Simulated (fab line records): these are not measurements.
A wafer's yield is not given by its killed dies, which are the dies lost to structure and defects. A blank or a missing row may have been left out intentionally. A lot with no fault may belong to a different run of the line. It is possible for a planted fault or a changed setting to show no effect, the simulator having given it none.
Check for tools in common :: flow rit_cmos :: Sample size 14 lots and 48 wafers

== REASON FOR OPENING ==
2 of 14 lots carry a flag on the reading PWELL_TW at RIT_PWELL_TW_MEAS_10. Wafers without a fault read 954, standard deviation 6.8.
Rule: flag the lot when none of its wafers has a number, or when each of its wafers that has one lies beyond 4 standard deviations from that mean. The rest of the lots are taken to be sound.

lot: L868
measured: day 1 22:56
on: film_metro-03
PWELL_TW, wafer by wafer: 952 954 951
flag: 

lot: L869
measured: day 2 04:42
on: film_metro-03
PWELL_TW, wafer by wafer: 957 954 956
flag: 

lot: L871
measured: day 2 14:31
on: film_metro-02
PWELL_TW, wafer by wafer: 950 957 953
flag: 

lot: L874
measured: day 3 05:07
on: film_metro-02
PWELL_TW, wafer by wafer: 954 958 960
flag: 

lot: L876
measured: day 3 14:56
on: film_metro-02
PWELL_TW, wafer by wafer: 960 956 962
flag: 

lot: L877
measured: day 3 19:22
on: film_metro-01
PWELL_TW, wafer by wafer: 944 943 939
flag: 

lot: L878
measured: day 4 00:27
on: film_metro-03
PWELL_TW, wafer by wafer: 966 962 965
flag: 

lot: L879
measured: day 4 05:36
on: film_metro-02
PWELL_TW, wafer by wafer: 957 957 956
flag: 

lot: L881
measured: day 4 15:29
on: film_metro-01
PWELL_TW, wafer by wafer: 946 950 942
flag: 

lot: L883
measured: day 5 03:59
on: film_metro-02
PWELL_TW, wafer by wafer: 2212 2218 2216 2207 2212 2215
flag: FLAGGED

lot: L884
measured: day 5 09:00
on: film_metro-03
PWELL_TW, wafer by wafer: 2229 2224 2224 2227 2226 2217
flag: FLAGGED

lot: L885
measured: day 5 12:25
on: film_metro-02
PWELL_TW, wafer by wafer: 950 946 956
flag: 

lot: L887
measured: day 5 23:08
on: film_metro-02
PWELL_TW, wafer by wafer: 952 948 952
flag: 

lot: L891
measured: day 6 17:43
on: film_metro-03
PWELL_TW, wafer by wafer: 962 955 963
flag: 
Flagged lots average 2219: +1265 relative to the usual, that is +99 or more standard deviations.

== LOT BY LOT: THE TOOL USED ==
The record holds 2 process steps before the reading, out of a route of 202 steps. Every cell lists first the tool, next ch and the chambers used by the sampled wafers, and last the start.
lot: L868
flag: 
RIT_ACTIVE_STRIP_14: plasma_asher-02 ch 0,1, day 1 15:05
RIT_NWELL_COAT_01: litho_track-02 ch 0, day 1 19:56

lot: L869
flag: 
RIT_ACTIVE_STRIP_14: plasma_asher-02 ch 0,1, day 1 19:50
RIT_NWELL_COAT_01: litho_track-03 ch 0, day 2 01:42

lot: L871
flag: 
RIT_ACTIVE_STRIP_14: plasma_asher-01 ch 0,1, day 2 05:50
RIT_NWELL_COAT_01: litho_track-01 ch 0, day 2 11:22

lot: L874
flag: 
RIT_ACTIVE_STRIP_14: plasma_asher-01 ch 0, day 2 20:58
RIT_NWELL_COAT_01: litho_track-02 ch 0, day 3 02:10

lot: L876
flag: 
RIT_ACTIVE_STRIP_14: plasma_asher-03 ch 0,1, day 3 06:58
RIT_NWELL_COAT_01: litho_track-01 ch 0, day 3 12:02

lot: L877
flag: 
RIT_ACTIVE_STRIP_14: plasma_asher-01 ch 0,1, day 3 11:54
RIT_NWELL_COAT_01: litho_track-02 ch 0, day 3 16:31

lot: L878
flag: 
RIT_ACTIVE_STRIP_14: plasma_asher-01 ch 0,1, day 3 16:50
RIT_NWELL_COAT_01: litho_track-03 ch 0, day 3 21:29

lot: L879
flag: 
RIT_ACTIVE_STRIP_14: plasma_asher-02 ch 0,1, day 3 21:59
RIT_NWELL_COAT_01: litho_track-01 ch 0, day 4 02:32

lot: L881
flag: 
RIT_ACTIVE_STRIP_14: plasma_asher-02 ch 0,1, day 4 07:54
RIT_NWELL_COAT_01: litho_track-02 ch 0, day 4 12:30

lot: L883
flag: FLAGGED
RIT_ACTIVE_STRIP_14: plasma_asher-02 ch 0,1, day 4 18:46
RIT_NWELL_COAT_01: litho_track-02, day 5 00:50

lot: L884
flag: FLAGGED
RIT_ACTIVE_STRIP_14: plasma_asher-02 ch 0,1, day 4 23:44
RIT_NWELL_COAT_01: litho_track-01, day 5 05:55

lot: L885
flag: 
RIT_ACTIVE_STRIP_14: plasma_asher-02 ch 0,1, day 5 04:51
RIT_NWELL_COAT_01: litho_track-03 ch 0, day 5 09:25

lot: L887
flag: 
RIT_ACTIVE_STRIP_14: plasma_asher-03 ch 0,1, day 5 13:54
RIT_NWELL_COAT_01: litho_track-03 ch 0, day 5 20:01

lot: L891
flag: 
RIT_ACTIVE_STRIP_14: plasma_asher-03 ch 1, day 6 09:58
RIT_NWELL_COAT_01: litho_track-02 ch 0, day 6 14:35
What the steps here do:
- RIT_ACTIVE_STRIP_14: strips in O2, time 180 s.
- RIT_NWELL_COAT_01: resist thk 1300 nm.
- RIT_PWELL_TW_MEAS_10

== FLAGGED OVER TOTAL, TOOL BY TOOL (the gauges that took the reading come last) ==
step: RIT_ACTIVE_STRIP_14
tool: plasma_asher-01
lots run: 4
flagged: 0
share of the flagged lots: none
sound lots run after its first flagged lot: -

step: RIT_ACTIVE_STRIP_14
tool: plasma_asher-02
lots run: 7
flagged: 2
share of the flagged lots: all
sound lots run after its first flagged lot: 1 (L885)

step: RIT_ACTIVE_STRIP_14
tool: plasma_asher-03
lots run: 3
flagged: 0
share of the flagged lots: none
sound lots run after its first flagged lot: -

step: RIT_NWELL_COAT_01
tool: litho_track-01
lots run: 4
flagged: 1
share of the flagged lots: some
sound lots run after its first flagged lot: 0

step: RIT_NWELL_COAT_01
tool: litho_track-02
lots run: 6
flagged: 1
share of the flagged lots: some
sound lots run after its first flagged lot: 1 (L891)

step: RIT_NWELL_COAT_01
tool: litho_track-03
lots run: 4
flagged: 0
share of the flagged lots: none
sound lots run after its first flagged lot: -

step: RIT_PWELL_TW_MEAS_10
tool: film_metro-01
lots run: 2
flagged: 0
share of the flagged lots: none
sound lots run after its first flagged lot: -

step: RIT_PWELL_TW_MEAS_10
tool: film_metro-02
lots run: 7
flagged: 1
share of the flagged lots: some
sound lots run after its first flagged lot: 2 (L885,L887)

step: RIT_PWELL_TW_MEAS_10
tool: film_metro-03
lots run: 5
flagged: 1
share of the flagged lots: some
sound lots run after its first flagged lot: 1 (L891)

== WHAT THE TABLE PERMITS ==
In the table, 1 row covers all flagged lots: plasma_asher-02 at RIT_ACTIVE_STRIP_14.
- plasma_asher-02 at RIT_ACTIVE_STRIP_14 ran 7 lots, 2 of them flagged. Sound lots ran on it after the first flagged one (L885), which a lasting fault on the whole tool wouldn't allow.
No row of the table ran every flagged lot and no sound lot after the first.

== WHAT THE SIMULATOR PUT IN ==
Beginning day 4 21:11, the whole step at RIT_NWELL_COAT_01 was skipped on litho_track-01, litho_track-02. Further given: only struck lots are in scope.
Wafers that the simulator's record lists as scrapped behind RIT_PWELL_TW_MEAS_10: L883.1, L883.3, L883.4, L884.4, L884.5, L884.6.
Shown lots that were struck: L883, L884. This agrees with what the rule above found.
